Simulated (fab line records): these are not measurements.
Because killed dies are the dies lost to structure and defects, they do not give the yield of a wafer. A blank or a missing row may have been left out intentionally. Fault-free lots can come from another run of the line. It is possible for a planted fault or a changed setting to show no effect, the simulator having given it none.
Which tool was responsible? / flow rit-cmos / Sampling: 7 lots, 21 wafers, 2 of 202 route steps

WHAT THE GAUGES SHOWED, per wafer
RIT_REOX_THK_MEAS_04.
lot=L907; measured=day 3 03:01; on=film-metro-01; REOX_OXIDE_THK (nm)=40.1 39.9 39.8
lot=L909; measured=day 3 11:38; on=film-metro-01; REOX_OXIDE_THK (nm)=40.4 40.1 40.5
lot=L912; measured=day 3 21:21; on=film-metro-04; REOX_OXIDE_THK (nm)=24.7 24.7 24.5
lot=L920; measured=day 5 14:11; on=film-metro-04; REOX_OXIDE_THK (nm)=25.5 25.6 25.2
lot=L922; measured=day 6 03:06; on=film-metro-01; REOX_OXIDE_THK (nm)=25.2 25.3 25.1
lot=L924; measured=day 6 13:39; on=film-metro-04; REOX_OXIDE_THK (nm)=25.2 25.1 25.1
lot=L926; measured=day 6 23:32; on=film-metro-01; REOX_OXIDE_THK (nm)=25.5 25.7 25.3

EACH LOT AND THE TOOL THAT RAN IT (in order: tool; ch and the chambers of the sampled wafers; start)
lot=L907; RIT_REOX_OXIDATION_03=furnace-04 ch 0, day 2 18:08 and furnace-03 ch 0, day 3 00:24
lot=L909; RIT_REOX_OXIDATION_03=furnace-04 ch 0, day 3 06:16
lot=L912; RIT_REOX_OXIDATION_03=furnace-02 ch 0, day 3 18:47
lot=L920; RIT_REOX_OXIDATION_03=furnace-03 ch 0, day 5 11:38
lot=L922; RIT_REOX_OXIDATION_03=furnace-03 ch 0, day 6 00:32
lot=L924; RIT_REOX_OXIDATION_03=furnace-04 ch 0, day 6 11:05
lot=L926; RIT_REOX_OXIDATION_03=furnace-02 ch 0, day 6 20:59
- RIT_REOX_OXIDATION_03: target thk 25.2 nm, ox time 5580 s.

THE ANSWER, worked out from the rows above alone
Rule: the lots themselves supply what counts as usual. The widest of any qualifying gaps counts: lots, ordered by their means at a reading, are off when they make up no more than a third of the lots, leave a main group of 4 or more, and stand apart from it by 3 or more times the standard deviation of that group's means. The tables above print the reading to a certain number of digits; a main group whose means all agree to those digits is not used. Also off: a lot with no number at a reading for which 4 or more lots have one. Any other lot the step has rows for is counted as sound.
Off: L907, L909, at RIT_REOX_THK_MEAS_04 (REOX_OXIDE_THK). The main group has a mean of 25.2 nm with a standard deviation of 0.31.
If a tool, at a process step before that reading, ran all the lots that are off and no sound lot after the first of them, it fits. Gauges at RIT_REOX_THK_MEAS_04: tried the same way as those tools. Not one of the candidates tried fits.

WHAT THE SIMULATOR HAD PUT IN
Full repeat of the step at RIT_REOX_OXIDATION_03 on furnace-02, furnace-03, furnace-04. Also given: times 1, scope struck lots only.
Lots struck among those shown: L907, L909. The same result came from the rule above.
